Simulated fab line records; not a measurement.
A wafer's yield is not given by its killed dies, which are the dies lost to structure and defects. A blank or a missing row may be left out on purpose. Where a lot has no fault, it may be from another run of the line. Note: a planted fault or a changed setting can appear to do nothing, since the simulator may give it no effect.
Which of the tools did it? / flow ritCmos / 14 lots with 42 wafers sampled at 5 steps, on a route of 202 steps

== WHAT THE GAUGES READ, wafer by wafer ==
RIT_ACTIVE_CD_MEAS_11: target cd 1400 nm.
lot=L934; measured=day 1 15:41; on=cdSem-02; cdNm (nm)=1399.3 1401.8 1399.6
lot=L935; measured=day 1 22:41; on=cdSem-02; cdNm (nm)=1397.3 1398.5 1398.9
lot=L936; measured=day 2 03:58; on=cdSem-02; cdNm (nm)=1400.0 1400.5 1401.7
lot=L937; measured=day 2 07:33; on=cdSem-02; cdNm (nm)=1398.5 1398.5 1397.0
lot=L938; measured=day 2 13:17; on=cdSem-01; cdNm (nm)=1398.7 1399.3 1399.6
lot=L939; measured=day 2 16:56; on=cdSem-02; cdNm (nm)=1398.6 1399.7 1399.6
lot=L940; measured=day 2 22:57; on=cdSem-01; cdNm (nm)=1400.3 1397.8 1395.1
lot=L941; measured=day 3 04:04; on=cdSem-02; cdNm (nm)=1396.9 1396.2 1396.6
lot=L943; measured=day 3 14:48; on=cdSem-01; cdNm (nm)=1475.3 1473.3 1475.4
lot=L946; measured=day 4 03:58; on=cdSem-02; cdNm (nm)=1459.8 1462.8 1460.1
lot=L950; measured=day 4 22:35; on=cdSem-01; cdNm (nm)=1443.9 1446.1 1447.4
lot=L952; measured=day 5 09:26; on=cdSem-01; cdNm (nm)=1398.9 1399.0 1398.2
lot=L953; measured=day 5 14:31; on=cdSem-02; cdNm (nm)=1402.7 1402.2 1402.9
lot=L956; measured=day 6 05:10; on=cdSem-02; cdNm (nm)=1397.5 1398.7 1397.9

RIT_NWELL_OVL_MEAS_06.
lot=L934; measured=day 2 03:02; on=overlay-01; NWELL_OVL (nm)=-2.6 -0.6 -2.8
lot=L935; measured=day 2 07:35; on=overlay-02; NWELL_OVL (nm)=-1.2 0.3 0.9
lot=L936; measured=day 2 13:19; on=overlay-01; NWELL_OVL (nm)=-0.6 1.1 0.7
lot=L937; measured=day 2 17:21; on=overlay-02; NWELL_OVL (nm)=-2.0 -2.9 -1.8
lot=L938; measured=day 2 20:56; on=overlay-02; NWELL_OVL (nm)=-2.4 -3.8 -3.7
lot=L939; measured=day 3 01:04; on=overlay-02; NWELL_OVL (nm)=-0.1 0.0 -1.2
lot=L940; measured=day 3 08:18; on=overlay-02; NWELL_OVL (nm)=-2.0 -0.6 -0.2
lot=L941; measured=day 3 12:32; on=overlay-01; NWELL_OVL (nm)=-0.1 -1.6 -1.5
lot=L943; measured=day 4 01:36; on=overlay-02; NWELL_OVL (nm)=0.1 -0.3 -0.9
lot=L946; measured=day 4 12:53; on=overlay-01; NWELL_OVL (nm)=1.3 1.4 1.3
lot=L950; measured=day 5 07:03; on=overlay-01; NWELL_OVL (nm)=-4.4 -4.5 -2.9
lot=L952; measured=day 5 20:18; on=overlay-02; NWELL_OVL (nm)=0.9 0.9 0.2
lot=L953; measured=day 6 02:29; on=overlay-02; NWELL_OVL (nm)=-0.1 -0.7 -0.8
lot=L956; measured=day 6 13:28; on=overlay-02; NWELL_OVL (nm)=0.0 -2.4 -0.3

RIT_NWELL_TW_MEAS_10.
lot=L934; measured=day 2 04:01; on=filmMetro-03; NWELL_TW=2152 2144 2147
lot=L935; measured=day 2 08:12; on=filmMetro-01; NWELL_TW=2139 2156 2147
lot=L936; measured=day 2 13:56; on=filmMetro-03; NWELL_TW=2152 2151 2156
lot=L937; measured=day 2 17:58; on=filmMetro-03; NWELL_TW=2156 2158 2154
lot=L938; measured=day 2 21:33; on=filmMetro-03; NWELL_TW=2153 2142 2142
lot=L939; measured=day 3 01:45; on=filmMetro-01; NWELL_TW=2147 2159 2150
lot=L940; measured=day 3 08:55; on=filmMetro-01; NWELL_TW=2154 2151 2161
lot=L941; measured=day 3 13:09; on=filmMetro-01; NWELL_TW=2158 2153 2159
lot=L943; measured=day 4 02:25; on=filmMetro-02; NWELL_TW=2152 2151 2151
lot=L946; measured=day 4 13:29; on=filmMetro-03; NWELL_TW=2139 2131 2152
lot=L950; measured=day 5 07:40; on=filmMetro-03; NWELL_TW=2160 2154 2165
lot=L952; measured=day 5 20:55; on=filmMetro-01; NWELL_TW=2158 2158 2158
lot=L953; measured=day 6 03:06; on=filmMetro-02; NWELL_TW=2145 2150 2145
lot=L956; measured=day 6 14:05; on=filmMetro-02; NWELL_TW=2134 2142 2143

RIT_NLDD_OVL_MEAS_06.
lot=L934; measured=day 3 06:01; on=overlay-01; NLDD_OVL (nm)=-2.2 -2.8 -0.5
lot=L935; measured=day 3 10:02; on=overlay-02; NLDD_OVL (nm)=0.4 0.6 1.3
lot=L936; measured=day 3 17:34; on=overlay-02; NLDD_OVL (nm)=-0.9 1.2 1.1
lot=L937; measured=day 3 20:07; on=overlay-01; NLDD_OVL (nm)=0.4 0.5 1.9
lot=L938; measured=day 3 20:22; on=overlay-02; NLDD_OVL (nm)=0.5 -1.5 0.3
lot=L939; measured=day 4 05:07; on=overlay-02; NLDD_OVL (nm)=1.7 2.6 0.7
lot=L940; measured=day 4 08:05; on=overlay-02; NLDD_OVL (nm)=-1.4 -2.6 -1.1
lot=L941; measured=day 4 14:00; on=overlay-02; NLDD_OVL (nm)=0.0 -0.4 0.0
lot=L943; measured=day 5 00:50; on=overlay-02; NLDD_OVL (nm)=1.5 1.5 1.1
lot=L946; measured=day 5 11:55; on=overlay-02; NLDD_OVL (nm)=-1.4 -2.1 -0.3
lot=L950; measured=day 6 12:09; on=overlay-01; NLDD_OVL (nm)=-2.4 -2.1 -1.6
lot=L952; measured=day 6 23:18; on=overlay-02; NLDD_OVL (nm)=-3.4 -2.0 -3.6
lot=L953; measured=day 7 01:50; on=overlay-02; NLDD_OVL (nm)=-3.5 -4.4 -1.1
lot=L956; measured=day 7 15:02; on=overlay-02; NLDD_OVL (nm)=-0.8 0.8 0.0

== WHICH TOOL RAN EACH LOT (tool, then ch and the chambers of the sampled wafers, then the start) ==
lot=L934; RIT_ACTIVE_EXPOSE_08=ilineStepper-01 ch 0, day 1 15:17
lot=L935; RIT_ACTIVE_EXPOSE_08=ilineStepper-01 ch 0, day 1 22:17
lot=L936; RIT_ACTIVE_EXPOSE_08=ilineStepper-01 ch 0, day 2 03:32
lot=L937; RIT_ACTIVE_EXPOSE_08=ilineStepper-02 ch 0, day 2 07:09
lot=L938; RIT_ACTIVE_EXPOSE_08=ilineStepper-02 ch 0, day 2 12:53
lot=L939; RIT_ACTIVE_EXPOSE_08=ilineStepper-02 ch 0, day 2 16:28
lot=L940; RIT_ACTIVE_EXPOSE_08=ilineStepper-01 ch 0, day 2 22:24
lot=L941; RIT_ACTIVE_EXPOSE_08=ilineStepper-01 ch 0, day 3 03:40
lot=L943; RIT_ACTIVE_EXPOSE_08=ilineStepper-02 ch 0, day 3 14:24
lot=L946; RIT_ACTIVE_EXPOSE_08=ilineStepper-02 ch 0, day 4 03:34
lot=L950; RIT_ACTIVE_EXPOSE_08=ilineStepper-02 ch 0, day 4 22:11
lot=L952; RIT_ACTIVE_EXPOSE_08=ilineStepper-01 ch 0, day 5 09:02
lot=L953; RIT_ACTIVE_EXPOSE_08=ilineStepper-01 ch 0, day 5 14:07
lot=L956; RIT_ACTIVE_EXPOSE_08=ilineStepper-01 ch 0, day 6 04:46
- RIT_ACTIVE_EXPOSE_08: exposes mask M1, target cd 1400 nm.

== AS READ BY THE TOOLS THEMSELVES (means over the sampled wafers that have a number; for cases with no such wafer, the mark the record gives instead) ==
RIT_ACTIVE_EXPOSE_08.
lot=L934; tool=ilineStepper-01; exposureDoseMJCm2=224.91; stageVelMmS (mm/s)=500.59
lot=L935; tool=ilineStepper-01; exposureDoseMJCm2=225.13; stageVelMmS (mm/s)=500.08
lot=L936; tool=ilineStepper-01; exposureDoseMJCm2=224.74; stageVelMmS (mm/s)=500.01
lot=L937; tool=ilineStepper-02; exposureDoseMJCm2=225.10; stageVelMmS (mm/s)=499.98
lot=L938; tool=ilineStepper-02; exposureDoseMJCm2=224.96; stageVelMmS (mm/s)=500.01
lot=L939; tool=ilineStepper-02; exposureDoseMJCm2=224.98; stageVelMmS (mm/s)=499.81
lot=L940; tool=ilineStepper-01; exposureDoseMJCm2=225.41; stageVelMmS (mm/s)=500.13
lot=L941; tool=ilineStepper-01; exposureDoseMJCm2=224.90; stageVelMmS (mm/s)=500.28
lot=L943; tool=ilineStepper-02; exposureDoseMJCm2=173.14; stageVelMmS (mm/s)=500.45
lot=L946; tool=ilineStepper-02; exposureDoseMJCm2=183.59; stageVelMmS (mm/s)=500.10
lot=L950; tool=ilineStepper-02; exposureDoseMJCm2=192.06; stageVelMmS (mm/s)=499.88
lot=L952; tool=ilineStepper-01; exposureDoseMJCm2=224.96; stageVelMmS (mm/s)=500.05
lot=L953; tool=ilineStepper-01; exposureDoseMJCm2=225.05; stageVelMmS (mm/s)=500.04
lot=L956; tool=ilineStepper-01; exposureDoseMJCm2=224.67; stageVelMmS (mm/s)=499.87

== THE ANSWER, worked out from the rows above alone ==
Rule: usual is defined by the lots themselves. Put in order of their means at a reading, lots are off if they are a third of the lots or fewer, leave a main group of 4 or more, and stand apart from it by a gap of 3 or more times the standard deviation of the main group's means; of several such gaps the widest counts. A main group whose means are all the same, to the digits that the tables above print for the reading, isn't used. A lot without any number at a reading at which 4 lots or more have one is off too. All remaining lots with rows at the step are treated as sound. First the gauges in route order, then the tools' own readings, where a lot's mean is used as printed above. The first step at which some lot is off is used, and at that step the reading that is off furthest; a lot without a number counts as furthest.
Off: L943, L946, L950, at RIT_ACTIVE_CD_MEAS_11 (cdNm). The main group: mean 1399.0 nm, standard deviation 1.6.
A tool fits if, at a process step before that reading, it ran every lot that is off, and no sound lot after the first of them. The gauges at RIT_ACTIVE_CD_MEAS_11 aren't tried: what is off there is off at RIT_ACTIVE_EXPOSE_08 too, on other tools, and a gauge's error can't cause that. One fits: RIT_ACTIVE_EXPOSE_08 on ilineStepper-02. Its last sound lot is L939 (day 2 16:28), its first lot that is off L943 (day 3 14:24): a fault that began between those two fits.
On the lots that are off, the tool's own readings at RIT_ACTIVE_EXPOSE_08 differ by more than 5 times the standard deviation of the sound lots' means, which bears it out; exposureDoseMJCm2 reads 182.93 there versus 224.98 on the sound lots.

== WHAT THE SIMULATOR HAD PUT IN ==
Drift in process parameters on ilineStepper-02 at RIT_ACTIVE_EXPOSE_08, starting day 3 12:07. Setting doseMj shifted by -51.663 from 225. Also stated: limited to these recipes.
Lots struck among those shown: L943, L946, L950. This agrees with what the rule above found.
